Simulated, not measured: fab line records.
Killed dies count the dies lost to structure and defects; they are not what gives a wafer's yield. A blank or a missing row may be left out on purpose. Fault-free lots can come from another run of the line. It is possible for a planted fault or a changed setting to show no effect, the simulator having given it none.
A sampling plan put to the test | flow berkeley-cmos170 | each of the 4 faults these records tell of, on one fab line, judged from the records of the lots it struck
The plan consists of the line's own looks: route steps at which the wafer is read by a gauge or an inspection but not changed. A look is open to judgement when struck wafers have a number at it and the file gives its usual mean and standard deviation on fault-free wafers. Caught: 4 or more of those standard deviations (sigma) separate the usual mean from the mean of the struck wafers at a look after the fault's first step. On the tool: the identical test, applied to the tool's own readings at the steps of the fault. Caught also covers a different recipe on the struck wafers, or a record left blank for those wafers only.

## THE FAULTS, as the simulator had put them in
1. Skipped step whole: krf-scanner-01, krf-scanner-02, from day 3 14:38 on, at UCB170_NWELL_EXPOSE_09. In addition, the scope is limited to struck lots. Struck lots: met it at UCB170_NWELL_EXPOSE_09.
2. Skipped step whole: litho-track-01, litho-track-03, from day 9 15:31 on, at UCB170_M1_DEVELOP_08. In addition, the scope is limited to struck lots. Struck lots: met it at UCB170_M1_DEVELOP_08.
3. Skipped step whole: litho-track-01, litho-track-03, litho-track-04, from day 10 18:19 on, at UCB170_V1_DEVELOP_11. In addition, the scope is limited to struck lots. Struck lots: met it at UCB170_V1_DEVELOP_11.
4. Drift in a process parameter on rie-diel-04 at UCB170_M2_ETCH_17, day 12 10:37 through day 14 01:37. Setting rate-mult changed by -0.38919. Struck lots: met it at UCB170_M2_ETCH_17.

## WHAT THE PLAN SAW
fault | on the tool itself                               | first look that catches it     | reading, sigma | median hours from its first step to that look | hours from the fault's start to the first struck lot there | judged looks passed uncaught
1     | no reading that can be judged                    | no look after it can be judged | -              | -                                             | -                                                          | 0
2     | the tool's record is blank for the struck wafers | no look after it can be judged | -              | -                                             | -                                                          | 0
3     | the tool's record is blank for the struck wafers | no look after it can be judged | -              | -                                             | -                                                          | 0
4     | oes-product-au -17 sigma                         | no look after it can be judged | -              | -                                             | -                                                          | 0
A dash: the fault is not caught, or the number is missing from these records.

Caught at a look: 0 of 4. Caught on the tool: 3 of 4. By one or the other: 3 of 4.
Caught on the tool alone: faults 2, 3, 4.
Caught by neither: fault 1.
